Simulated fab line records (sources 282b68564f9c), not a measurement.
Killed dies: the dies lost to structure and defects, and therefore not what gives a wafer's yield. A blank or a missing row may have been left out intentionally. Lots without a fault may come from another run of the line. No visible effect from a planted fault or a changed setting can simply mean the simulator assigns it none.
Comparing a struck lot with a sound one :: flow rit-cmos :: 43 out of 202 route steps
Sound: these wafers, L667.1, L667.2, L667.6. Wafers struck: L674.3, L674.4, L674.5. The cause comes at the end.
Per side, at each step with rows, come the tool, then ch with its chambers, and then its first start. Under that, the readings that differ: sound wafers :: struck wafers :: difference of the means :: sigmas: that difference in standard deviations of wafers without a fault.
alike: same words and numbers on both sides, and readings whose means sit less than 2 such deviations apart. not compared: any withheld reading, any reading some wafer has no value for, any bound like >300 that may hide the same value, and any number with overlapping values for which the record gives no deviation.
A row with sigmas, a row that says differs or no value, or rows on one side alone: a step with any of these is where the two part. Non-overlapping numbers with no deviation appear without sigmas and do not part them. A reading missing from all wafers of one side parts the sides only when that side holds two or more wafers.

first, 2 steps without rows for these wafers: RIT_NLDD_HARDBAKE_07 (time 60 s); RIT_NLDD_IMPLANT_08.
RIT_NLDD_STRIP_09: strips in O2, time 180 s.
  sound on plasma-asher-01 ch 0,1, day 2 20:29; struck on plasma-asher-04 ch 0,1, day 4 10:08
  alike: chamber-pressure-mTorr, drypump-motor-current-A
  not compared: rf-hours-counter-h
RIT_NLDD_TW_MEAS_10:
  sound on film-metro-02, day 2 20:40; struck on film-metro-04, day 4 10:17
reading: NLDD_TW
sound: 2505 2505 2498
struck: 2460 2471 2457
difference: -40
sigmas: -2
then, 6 steps without rows for these wafers: RIT_PLDD_HMDS_00 (prime time 60 s); RIT_PLDD_COAT_01 (resist thk 981.8 nm); RIT_PLDD_SOFTBAKE_02 (time 60 s); RIT_PLDD_EXPOSE_03 (exposes mask M8, target cd 40900 nm); RIT_PLDD_PEB_04; RIT_PLDD_DEVELOP_05 (develop time 50 s).
RIT_PLDD_OVL_MEAS_06:
  sound on overlay-01, day 2 21:41; struck on overlay-01, day 4 11:11
  alike: PLDD_OVL
then, 1 step without rows for these wafers: RIT_PLDD_HARDBAKE_07 (time 60 s).
RIT_PLDD_IMPLANT_08:
  sound on implanter-04 ch 0, day 2 21:53; struck on implanter-03 ch 0, day 4 11:25
reading: dose-ions-cm2
sound: 8.999e+14 9e+14 8.984e+14
struck: 5.208e+14 5.207e+14 5.205e+14
difference: -3.788e+14
sigmas: -99 or more

reading: end-station-pressure-torr (Torr)
sound: 7.6e-06 7.3e-06 7.4e-06
struck: 6.2e-06 6.6e-06 6.5e-06
difference: -1.0e-06
sigmas: -3

reading: faraday-current-uA
sound: 2898 2862 2746
struck: 1648 1649 1585
difference: -1208
sigmas: -20
  alike: tilt-deg
RIT_PLDD_STRIP_09: strips in O2, time 180 s.
  sound on plasma-asher-01 ch 0,1, day 2 22:02; struck on plasma-asher-03 ch 0,1, day 4 11:34
  alike: chamber-pressure-mTorr, drypump-motor-current-A
  not compared: rf-hours-counter-h
RIT_PLDD_TW_MEAS_10:
  sound on film-metro-01, day 2 22:12; struck on film-metro-01, day 4 11:56
reading: PLDD_TW
sound: 2352 2341 2334
struck: 2023 2019 2023
difference: -321
sigmas: -16
  not compared: hold
then, 3 steps without rows for these wafers: RIT_SPACER_CLEAN_01 (cleans in dHF, time 30 s); RIT_SPACER_CLEAN_02 (cleans in SC2, time 600 s); RIT_SPACER_CVD_03 (deposits Si3N4 from SiH2Cl2/NH3, target thk 250 nm, time 3300 s).
RIT_SPACER_THK_MEAS_04:
  sound on film-metro-01, day 3 00:33; struck on film-metro-04, day 4 16:48
  alike: SPACER_NITRIDE_THK
RIT_SPACER_ETCHBACK_05: etches Si3N4 in SF6/CHF3, stops on SiO2, target depth 250 nm, time 240 s.
  sound on rie-diel-01 ch 0,2,3, day 3 00:37; struck on rie-diel-02 ch 0,1,2, day 4 16:50
  alike: chamber-pressure-mTorr, drypump-motor-current-A, oes-product-au, throttle-valve-pct
  not compared: rf-hours-counter-h
then, 6 steps without rows for these wafers: RIT_NSD_HMDS_00 (prime time 60 s); RIT_NSD_COAT_01 (resist thk 1000 nm); RIT_NSD_SOFTBAKE_02 (time 60 s); RIT_NSD_EXPOSE_03 (exposes mask M9, target cd 40700 nm); RIT_NSD_PEB_04; RIT_NSD_DEVELOP_05 (develop time 50 s).
RIT_NSD_OVL_MEAS_06:
  sound on overlay-01, day 3 01:37; struck on overlay-01, day 4 18:13
  alike: NSD_OVL
then, 2 steps without rows for these wafers: RIT_NSD_HARDBAKE_07 (time 60 s); RIT_NSD_IMPLANT_08.
RIT_NSD_STRIP_09: strips in O2, time 180 s.
  sound on plasma-asher-03 ch 0,1, day 3 01:56; struck on plasma-asher-04 ch 0,1, day 4 18:54
  alike: chamber-pressure-mTorr, drypump-motor-current-A
  not compared: rf-hours-counter-h
RIT_NSD_TW_MEAS_10:
  sound on film-metro-02, day 3 02:07; struck on film-metro-02, day 4 19:02
  alike: NSD_TW
then, 6 steps without rows for these wafers: RIT_PSD_HMDS_00 (prime time 60 s); RIT_PSD_COAT_01 (resist thk 1000 nm); RIT_PSD_SOFTBAKE_02 (time 60 s); RIT_PSD_EXPOSE_03 (exposes mask M10, target cd 40900 nm); RIT_PSD_PEB_04; RIT_PSD_DEVELOP_05 (develop time 50 s).
RIT_PSD_OVL_MEAS_06:
  sound on overlay-01, day 3 03:07; struck on overlay-01, day 4 20:14
  alike: PSD_OVL
then, 2 steps without rows for these wafers: RIT_PSD_HARDBAKE_07 (time 60 s); RIT_PSD_IMPLANT_08.
RIT_PSD_STRIP_09: strips in O2, time 180 s.
  sound on plasma-asher-01 ch 0,1, day 3 03:27; struck on plasma-asher-04 ch 0,1, day 4 20:43
  alike: chamber-pressure-mTorr, drypump-motor-current-A
  not compared: rf-hours-counter-h
RIT_SDANNEAL_RS_MEAS_06: a four-point-probe measurement.
  sound on film-metro-01, day 3 04:21; struck on film-metro-04, day 4 23:17
reading: PLDD_RS (ohm/sq)
sound: 179.8 179.8 179.7
struck: 244.9 246.0 246.6
difference: +66.1
sigmas: +99 or more
  not compared: hold
RIT_M1_PROBE_99:
  sound wafers here have rows in the record (prober-01, day 3 11:28); struck ones have none

WHERE THEY PART
At RIT_NLDD_TW_MEAS_10 first; at RIT_M1_PROBE_99 last (within this record only).

WHY: the cause the simulator had injected
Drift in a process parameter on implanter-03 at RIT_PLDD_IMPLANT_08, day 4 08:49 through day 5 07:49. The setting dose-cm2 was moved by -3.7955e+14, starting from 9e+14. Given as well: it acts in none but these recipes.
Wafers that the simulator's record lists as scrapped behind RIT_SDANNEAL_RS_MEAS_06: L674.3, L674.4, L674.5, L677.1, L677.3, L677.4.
